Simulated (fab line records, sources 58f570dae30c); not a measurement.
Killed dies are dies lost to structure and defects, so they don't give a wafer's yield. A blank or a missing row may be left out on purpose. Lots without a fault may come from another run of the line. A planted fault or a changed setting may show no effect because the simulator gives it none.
One fault seen from 2 desks | flow berkeley_cmos170 | each desk has only its own numbers; what lay behind them comes last

THE METROLOGY DESK
What the gauges read, lot by lot, whatever tool the lot ran on: means of the sampled wafers that have a number. A lot is out of limits, marked OUT, if its mean lies more than 4 standard deviations from the usual mean; the brackets give that distance.
Columns: A = V2_TEOS_THK at UCB170_V2_THK_MEAS_01, usual 2004 nm; B = M3_OVL at UCB170_M3_OVL_MEAS_16, usual -2 nm
lot  | first seen here | A    | B
L529 | day 8 02:01     | 2001 | -3
L530 | day 8 02:42     | 1983 | -5
L528 | day 8 06:08     | 1983 | 0
L534 | day 8 16:06     | 1993 | -3
L535 | day 8 20:44     | 2018 | 3
L541 | day 10 07:29    | 2013 | -5
L543 | day 10 21:25    | 1987 | -4
L546 | day 11 19:47    | 1992 | -5
L548 | day 11 20:03    | 1991 | -1
L549 | day 11 20:11    | 1984 | -0
L547 | day 11 20:17    | 2000 | -1
L550 | day 11 20:23    | 2021 | -4
L551 | day 11 20:37    | 1983 | 2
This desk's finding: nothing out of limits on any of the 13 lots.

THE TOOL OWNER'S DESK: litho_track-03
The tool's own readings at UCB170_M3_SOFTBAKE_11 (time 60 s): means of the sampled wafers that have a number, for each lot that ran on this tool. A lot is out of limits, marked OUT, if its mean lies more than 4 standard deviations from the usual mean; the brackets give that distance.
Columns: A = heater_power_total_W at UCB170_M3_SOFTBAKE_11, usual 56.80 W; B = plate_temp_C at UCB170_M3_SOFTBAKE_11, usual 130.01 C
lot  | first seen here | A               | B
L529 | day 8 06:00     | 56.81           | 129.97
L534 | day 8 19:00     | 57.34 (+13) OUT | 130.96 (+7.9) OUT
L535 | day 9 02:00     | 57.30 (+12) OUT | 130.98 (+8.1) OUT
L547 | day 12 00:00    | 56.79           | 129.99
This desk's finding: out of limits on L534, L535; first on L534, day 8 19:00 (heater_power_total_W at UCB170_M3_SOFTBAKE_11). In limits: L529, L547.

PUT TOGETHER
The tool owner's desk could have raised an alarm at day 8 19:00, on L534, L535.
The metrology desk saw nothing out of limits.
The metrology desk has L534, L535 on record, within its limits.
Of the lots named, all ran UCB170_M3_SOFTBAKE_11 on litho_track-03.

WHAT THE SIMULATOR HAD PUT IN
Process parameter drift: litho_track-03, from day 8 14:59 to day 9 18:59, at UCB170_M3_SOFTBAKE_11. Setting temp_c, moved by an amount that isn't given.
Lots struck among those shown: L534, L535.
Hours from the fault's start to each desk's first reading out of limits: the tool owner's desk, 4.
